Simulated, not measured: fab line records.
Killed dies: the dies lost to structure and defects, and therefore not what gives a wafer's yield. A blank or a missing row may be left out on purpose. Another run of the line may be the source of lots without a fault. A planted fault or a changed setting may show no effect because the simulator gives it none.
The tool behind it: which one? -- flow berkeley_cmos170 -- 14 lots with 42 wafers sampled at 5 steps, on a route of 331 steps

WHAT THE GAUGES SHOWED, per wafer
UCB170_PFIELD_OVL_MEAS_06.
lot,measured,on,PFIELD_OVL (nm)
L301,day 5 13:58,overlay-01,5 5 8
L302,day 5 14:17,overlay-01,9 -3 2
L303,day 5 14:30,overlay-01,-3 -8 -2
L305,day 6 02:20,overlay-02,3 4 6
L309,day 6 11:13,overlay-01,2 1 5
L308,day 6 11:47,overlay-02,4 0 1
L311,day 6 21:58,overlay-01,9 4 7
L312,day 6 22:41,overlay-01,11 9 12
L315,day 7 15:12,overlay-02,-3 -3 2
L317,day 8 13:01,overlay-02,-1 0 2
L321,day 8 18:10,overlay-01,6 4 6
L320,day 8 18:16,overlay-02,-5 -5 2
L324,day 9 08:20,overlay-02,10 10 9
L323,day 9 08:55,overlay-02,1 3 -2

UCB170_SACOX_THK_MEAS_02.
lot,measured,on,SACOX_OXIDE_THK (nm)
L301,day 6 13:28,film_metro-01,14.10 14.17 14.12
L302,day 6 13:30,film_metro-01,14.18 14.24 14.50
L303,day 6 13:29,film_metro-02,14.17 13.92 14.26
L305,day 7 00:34,film_metro-01,13.99 13.63 13.90
L309,day 7 10:33,film_metro-01,14.24 14.23 14.28
L308,day 7 10:34,film_metro-02,14.15 14.32 14.42
L311,day 7 17:41,film_metro-01,13.66 13.64 13.36
L312,day 7 17:41,film_metro-02,13.62 13.29 13.85
L315,day 8 10:32,film_metro-04,14.40 14.10 14.26
L317,day 9 11:49,film_metro-02,13.91 14.13 13.93
L321,day 9 18:59,film_metro-02,14.70 14.65 14.32
L320,day 9 19:04,film_metro-02,14.17 14.13 14.22
L324,day 10 04:29,film_metro-04,14.52 14.27 13.99
L323,day 10 04:34,film_metro-04,14.26 14.55 14.51

UCB170_NVT_TW_MEAS_09.
lot,measured,on,NVT_TW
L301,day 6 23:43,film_metro-03,532 532 530
L302,day 7 01:20,film_metro-03,530 526 527
L303,day 7 00:47,film_metro-03,530 531 532
L305,day 7 13:22,film_metro-03,529 532 528
L309,day 7 22:23,film_metro-03,473 475 474 473 473 474
L308,day 7 22:38,film_metro-03,531 529 531
L311,day 8 07:53,film_metro-02,525 522 520
L312,day 8 06:53,film_metro-02,465 465 466 466 465 467
L315,day 8 22:49,film_metro-02,524 522 522
L317,day 10 01:35,film_metro-01,521 519 518
L321,day 10 06:53,film_metro-02,520 521 521
L320,day 10 07:13,film_metro-03,530 527 528
L324,day 10 19:24,film_metro-02,520 518 522
L323,day 10 19:11,film_metro-03,531 527 527

WHICH TOOL RAN EACH LOT (tool, then ch and the chambers of the sampled wafers, then the start)
lot,UCB170_ACTIVE_SOFTBAKE_09,UCB170_NVT_IMPLANT_07
L301,"litho_track-04 ch 0, day 5 07:30","implanter-01 ch 0, day 6 23:31"
L302,"litho_track-02 ch 0, day 5 07:59","implanter-01 ch 0, day 7 01:06"
L303,"litho_track-03 ch 0, day 5 08:14","implanter-03 ch 0, day 7 00:33"
L305,"litho_track-04 ch 0, day 5 18:36","implanter-03 ch 0, day 7 13:07"
L309,"litho_track-02 ch 0, day 6 08:26","implanter-01 ch 0, day 7 22:08"
L308,"litho_track-03 ch 0, day 6 08:30","implanter-04 ch 0, day 7 22:25"
L311,"litho_track-04 ch 0, day 6 19:40","implanter-04 ch 0, day 8 07:41"
L312,"litho_track-03 ch 0, day 6 19:40","implanter-01 ch 0, day 8 06:41"
L315,"litho_track-04 ch 0, day 7 11:16","implanter-04 ch 0, day 8 22:32"
L317,"litho_track-04 ch 0, day 8 07:35","implanter-03 ch 0, day 10 01:21"
L321,"litho_track-03 ch 0, day 8 14:04","implanter-03 ch 0, day 10 06:38"
L320,"litho_track-02 ch 0, day 8 14:28","implanter-04 ch 0, day 10 06:59"
L324,"litho_track-02 ch 0, day 9 05:53","implanter-03 ch 0, day 10 19:10"
L323,"litho_track-04 ch 0, day 9 06:11","implanter-03 ch 0, day 10 18:58"
- UCB170_ACTIVE_SOFTBAKE_09: time 62.57 s.
- UCB170_NVT_IMPLANT_07

WHAT THE TOOLS THEMSELVES READ (means of the sampled wafers that have a number; where no wafer has one, the mark that the record gives instead)
UCB170_ACTIVE_SOFTBAKE_09.
lot,tool,chill_plate_temp_C (C),plate_sensor_t_centre_C (C),plate_sensor_t_edge_C (C)
L301,litho_track-04,23.08,131.40,131.53
L302,litho_track-02,22.85,131.41,131.54
L303,litho_track-03,23.05,131.41,131.53
L305,litho_track-04,23.03,131.41,131.53
L309,litho_track-02,23.18,131.41,131.52
L308,litho_track-03,23.07,131.40,131.53
L311,litho_track-04,23.09,131.42,131.54
L312,litho_track-03,23.07,131.41,131.54
L315,litho_track-04,22.77,131.41,131.53
L317,litho_track-04,23.02,131.40,131.53
L321,litho_track-03,22.81,131.41,131.53
L320,litho_track-02,23.03,131.40,131.53
L324,litho_track-02,22.93,131.41,131.53
L323,litho_track-04,23.02,131.41,131.54

UCB170_NVT_IMPLANT_07.
lot,tool,beam_energy_keV,beam_on_s (s),dose_ions_cm2
L301,implanter-01,49.977,10.19,3.037e+12
L302,implanter-01,49.997,10.06,3.040e+12
L303,implanter-03,49.987,9.85,3.037e+12
L305,implanter-03,50.011,9.99,3.042e+12
L309,implanter-01,32.501,10.16,3.037e+12
L308,implanter-04,50.001,9.89,3.042e+12
L311,implanter-04,49.998,10.04,3.042e+12
L312,implanter-01,32.515,9.99,3.042e+12
L315,implanter-04,49.983,9.81,3.041e+12
L317,implanter-03,50.003,10.24,3.038e+12
L321,implanter-03,50.011,9.89,3.042e+12
L320,implanter-04,49.988,9.96,3.039e+12
L324,implanter-03,49.991,9.88,3.041e+12
L323,implanter-03,50.005,9.86,3.035e+12

THE ANSWER, worked out from the rows above alone
Rule: the lots themselves supply what counts as usual. Put in order of their means at a reading, lots are off if they are a third of the lots or fewer, leave a main group of 4 or more, and stand apart from it by a gap of 3 or more times the standard deviation of the main group's means; of several such gaps the widest counts. A main group whose means are all the same, to the digits that the tables above print for the reading, isn't used. A lot without any number at a reading at which 4 lots or more have one is off too. Any other lot the step has rows for is counted as sound. First the gauges in route order, then the tools' own readings, where a lot's mean is used as printed above. At the first step where some lot is off, the reading lying furthest off is the one used; lots without a number count as furthest.
Off: at UCB170_NVT_TW_MEAS_09 (NVT_TW), L309, L312. For the main group the mean is 526 and the standard deviation 4.4.
A tool fits if, at a process step before that reading, it ran every lot that is off, and no sound lot after the first of them. The gauges at UCB170_NVT_TW_MEAS_09 aren't tried: what is off there is off at UCB170_NVT_IMPLANT_07 too, on other tools, and a gauge's error can't cause that. One fits: UCB170_NVT_IMPLANT_07 on implanter-01. Its last sound lot is L302 (day 7 01:06), its first lot that is off L309 (day 7 22:08): a fault that began between those two fits.
The tool's own readings at UCB170_NVT_IMPLANT_07 bear it out: on the lots that are off they differ by more than 5 times the standard deviation of the sound lots' means. beam_energy_keV reads 32.508 there against 49.996 on the sound lots.

WHAT THE SIMULATOR HAD INSERTED
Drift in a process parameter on implanter-01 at UCB170_NVT_IMPLANT_07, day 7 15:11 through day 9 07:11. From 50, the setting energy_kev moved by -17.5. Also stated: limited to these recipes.
Shown lots that were struck: L309, L312. The same result came from the rule above.
